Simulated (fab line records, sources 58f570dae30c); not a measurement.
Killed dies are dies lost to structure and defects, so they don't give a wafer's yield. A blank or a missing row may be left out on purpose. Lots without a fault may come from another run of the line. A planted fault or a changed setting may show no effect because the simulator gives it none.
Which tool did it? | flow berkeley_cmos170 | 14 lots, 42 wafers sampled, at 5 steps of a route of 331

WHAT THE GAUGES READ, wafer by wafer
UCB170_START_THK_MEAS_03.
lot  | measured    | on            | START_OXIDE_THK (nm)
L617 | day 1 20:36 | film_metro-02 | 17.7 17.6 17.7
L618 | day 2 02:12 | film_metro-02 | 18.3 18.8 18.2
L619 | day 2 04:57 | film_metro-02 | 18.2 18.5 18.6
L620 | day 2 10:22 | film_metro-02 | 18.7 18.5 18.3
L623 | day 3 00:28 | film_metro-02 | 17.9 17.5 18.0
L624 | day 3 07:35 | film_metro-02 | 18.3 18.3 18.4
L625 | day 3 12:00 | film_metro-01 | 18.1 18.2 18.0
L626 | day 3 16:47 | film_metro-02 | 18.2 18.2 18.2
L627 | day 3 20:58 | film_metro-03 | 18.2 18.4 18.5
L629 | day 4 09:39 | film_metro-01 | 18.0 17.9 17.9
L636 | day 5 18:14 | film_metro-02 | 19.1 19.0 18.6
L637 | day 6 01:10 | film_metro-02 | 18.9 18.4 18.7
L638 | day 6 03:56 | film_metro-01 | 19.1 19.5 19.0
L639 | day 6 09:08 | film_metro-01 | 17.4 18.0 17.9

UCB170_NWELL_TW_MEAS_16.
lot  | measured    | on            | NWELL_TW
L617 | day 2 12:43 | film_metro-01 | 1230 1233 1232
L618 | day 2 19:25 | film_metro-02 | 1249 1242 1241
L619 | day 2 19:43 | film_metro-04 | 1261 1267 1265
L620 | day 3 09:06 | film_metro-01 | 1234 1238 1235
L623 | day 3 19:15 | film_metro-01 | 1232 1234 1222
L624 | day 3 23:49 | film_metro-01 | 1239 1238 1229
L625 | day 4 02:43 | film_metro-01 | 1231 1237 1230
L626 | day 4 09:57 | film_metro-02 | 1253 1252 1252
L627 | day 4 14:14 | film_metro-01 | 1222 1226 1234
L629 | day 5 03:06 | film_metro-02 | 1253 1252 1256
L636 | day 6 09:26 | film_metro-01 | 1231 1230 1234
L637 | day 6 16:43 | film_metro-04 | 1249 1246 1241
L638 | day 6 17:11 | film_metro-02 | 1259 1251 1250
L639 | day 7 01:43 | film_metro-04 | 1266 1274 1279

UCB170_NLDD_CD_MEAS_06: target cd 1200 nm.
lot  | measured     | on        | cd_nm (nm)
L617 | day 6 09:41  | cd_sem-01 | 1200.2 1199.3 1200.6
L618 | day 6 18:15  | cd_sem-01 | 1199.0 1198.7 1198.4
L619 | day 6 18:46  | cd_sem-01 | 1198.3 1199.7 1198.1
L620 | day 7 09:19  | cd_sem-01 | 1202.2 1201.2 1200.9
L623 | day 8 01:07  | cd_sem-01 | 1202.6 1201.8 1201.4
L624 | day 8 01:13  | cd_sem-01 | 1199.2 1198.9 1200.1
L625 | day 8 00:59  | cd_sem-01 | 1199.0 1199.3 1199.4
L626 | day 8 08:30  | cd_sem-01 | 1199.1 1199.6 1199.9
L627 | day 8 19:53  | cd_sem-01 | 1200.9 1201.1 1201.4
L629 | day 9 03:27  | cd_sem-01 | 1201.3 1201.5 1202.8
L636 | day 9 23:09  | cd_sem-02 | 1200.8 1199.3 1200.0
L637 | day 10 14:26 | cd_sem-01 | 1198.0 1199.9 1198.9
L638 | day 10 14:28 | cd_sem-02 | 1201.7 1202.6 1202.2
L639 | day 10 21:08 | cd_sem-02 | 1198.8 1197.6 1200.6

UCB170_NLDD_TW_MEAS_11.
lot  | measured     | on            | NLDD_TW
L617 | day 6 10:14  | film_metro-01 | 2197 2182 2179
L618 | day 6 18:49  | film_metro-01 | 2187 2196 2195
L619 | day 6 19:19  | film_metro-02 | 2215 2222 2226
L620 | day 7 09:52  | film_metro-01 | 2184 2182 2192
L623 | day 8 01:40  | film_metro-03 | 2248 2244 2258
L624 | day 8 01:46  | film_metro-01 | 2179 2179 2191
L625 | day 8 01:32  | film_metro-02 | 2235 2220 2218
L626 | day 8 09:05  | film_metro-01 | 2199 2178 2193
L627 | day 8 20:26  | film_metro-03 | 2244 2253 2228
L629 | day 9 04:00  | film_metro-01 | 2183 2183 2186
L636 | day 9 23:42  | film_metro-01 | 2180 2179 2184
L637 | day 10 15:01 | film_metro-02 | 2132 2130 2122
L638 | day 10 14:59 | film_metro-01 | 2215 2216 2204
L639 | day 10 21:41 | film_metro-03 | 2134 2162 2152

WHICH TOOL RAN EACH LOT (tool, then ch and the chambers of the sampled wafers, then the start)
lot  | UCB170_NLDD_IMPLANT_08
L617 | implanter-01 ch 0, day 6 09:50
L618 | implanter-04 ch 0, day 6 18:25
L619 | implanter-01 ch 0, day 6 18:56
L620 | implanter-04 ch 0, day 7 09:28
L623 | implanter-03 ch 0, day 8 01:17
L624 | implanter-01 ch 0, day 8 01:22
L625 | implanter-04 ch 0, day 8 01:08
L626 | implanter-04 ch 0, day 8 08:39
L627 | implanter-01 ch 0, day 8 20:02
L629 | implanter-04 ch 0, day 9 03:37
L636 | implanter-01 ch 0, day 9 23:19
L637 | implanter-01 ch 0, day 10 14:35
L638 | implanter-03 ch 0, day 10 14:37
L639 | implanter-01 ch 0, day 10 21:17
- UCB170_NLDD_IMPLANT_08

WHAT THE TOOLS THEMSELVES READ (means of the sampled wafers that have a number; where no wafer has one, the mark that the record gives instead)
UCB170_NLDD_IMPLANT_08.
lot  | tool         | beam_energy_keV
L617 | implanter-01 | 30.001
L618 | implanter-04 | 29.993
L619 | implanter-01 | 29.994
L620 | implanter-04 | 30.002
L623 | implanter-03 | 30.005
L624 | implanter-01 | 30.007
L625 | implanter-04 | 29.996
L626 | implanter-04 | 30.005
L627 | implanter-01 | 30.001
L629 | implanter-04 | 29.991
L636 | implanter-01 | 29.984
L637 | implanter-01 | 21.350
L638 | implanter-03 | 30.005
L639 | implanter-01 | 21.355

THE ANSWER, worked out from the rows above alone
Rule: what is usual is taken from the lots themselves. Put in order of their means at a reading, lots are off if they are a third of the lots or fewer, leave a main group of 4 or more, and stand apart from it by a gap of 3 or more times the standard deviation of the main group's means; of several such gaps the widest counts. A main group whose means are all the same, to the digits that the tables above print for the reading, isn't used. A lot without any number at a reading at which 4 lots or more have one is off too. The other lots that the step has rows for count as sound. The gauges are gone through in route order, then the tools' own readings, and for those a lot's mean is taken as printed above. The first step at which some lot is off is used, and at that step the reading that is off furthest; a lot without a number counts as furthest.
Off: L637, L639, at UCB170_NLDD_IMPLANT_08 (beam_energy_keV). The main group: mean 29.999, standard deviation 0.0067.
A tool fits if, at that step or a process step before it, it ran every lot that is off, and no sound lot after the first of them. One fits: implanter-01 at UCB170_NLDD_IMPLANT_08. Its last sound lot is L636 (day 9 23:19), its first lot that is off L637 (day 10 14:35): a fault that began between those two fits.
The tool's own readings at UCB170_NLDD_IMPLANT_08 bear it out: on the lots that are off they differ by more than 5 times the standard deviation of the sound lots' means. beam_energy_keV reads 21.352 there against 29.999 on the sound lots.

WHAT THE SIMULATOR HAD PUT IN
Process parameter drift: implanter-01, from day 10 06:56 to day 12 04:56, at UCB170_NLDD_IMPLANT_08. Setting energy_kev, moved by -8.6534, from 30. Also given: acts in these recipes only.
Lots struck among those shown: L637, L639. The rule above found the same.
